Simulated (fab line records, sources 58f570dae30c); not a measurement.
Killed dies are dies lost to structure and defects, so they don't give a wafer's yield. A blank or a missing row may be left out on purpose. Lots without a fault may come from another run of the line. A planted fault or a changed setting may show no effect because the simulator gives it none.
One fault seen from 2 desks | flow berkeley_cmos170 | each desk has only its own numbers; what lay behind them comes last

THE TOOL OWNER'S DESK: rie_diel-03
The tool's own readings at UCB170_M3_ETCH_17 (etches BARC in N2/H2): means of the sampled wafers that have a number, for each lot that ran on this tool. A lot is out of limits, marked OUT, if its mean lies more than 4 standard deviations from the usual mean; the brackets give that distance.
Columns: A = bias_w at UCB170_M3_ETCH_17, usual 100.0 W; B = chamber_pressure_mTorr at UCB170_M3_ETCH_17, usual 30.000 mTorr; C = drypump_motor_current_A at UCB170_M3_ETCH_17, usual 5.8 A; D = oes_product_au at UCB170_M3_ETCH_17, usual 0.998 a.u.; E = throttle_valve_pct at UCB170_M3_ETCH_17, usual 13.27 %
lot  | first seen here | A     | B      | C   | D     | E
L840 | day 8 22:40     | 100.1 | 30.006 | 6.0 | 0.998 | 13.36
L855 | day 11 22:05    | 100.2 | 30.002 | 5.9 | 1.006 | 13.35
L853 | day 12 00:52    | 100.1 | 30.007 | 6.4 | 1.021 | 13.36
L854 | day 12 03:01    | 100.0 | 29.985 | 6.0 | 0.991 | 13.32
L859 | day 12 15:10    | 99.9  | 30.005 | 6.4 | 1.006 | 13.32
L862 | day 13 20:23    | 99.8  | 29.992 | 5.5 | 0.984 | 13.36
This desk's finding: nothing out of limits on any of the 6 lots.

THE METROLOGY DESK
What the gauges read, lot by lot, whatever tool the lot ran on: means of the sampled wafers that have a number. A lot is out of limits, marked OUT, if its mean lies more than 4 standard deviations from the usual mean; the brackets give that distance.
Columns: A = cd_nm at UCB170_M3_CD_MEAS_90, usual 699 nm
lot  | first seen here | A
L840 | day 8 22:59     | 698
L841 | day 9 00:24     | 700
L843 | day 9 06:07     | 701
L845 | day 10 02:22    | 701
L847 | day 10 02:54    | 698
L855 | day 11 22:27    | 701
L856 | day 12 00:56    | 701
L853 | day 12 01:12    | 695
L854 | day 12 03:22    | 693
L858 | day 12 15:13    | 698
L859 | day 12 15:31    | 698
L862 | day 13 20:43    | 695
This desk's finding: nothing out of limits on any of the 12 lots.

PUT TOGETHER
The tool owner's desk saw nothing out of limits.
The metrology desk saw nothing out of limits.

WHAT THE SIMULATOR HAD PUT IN
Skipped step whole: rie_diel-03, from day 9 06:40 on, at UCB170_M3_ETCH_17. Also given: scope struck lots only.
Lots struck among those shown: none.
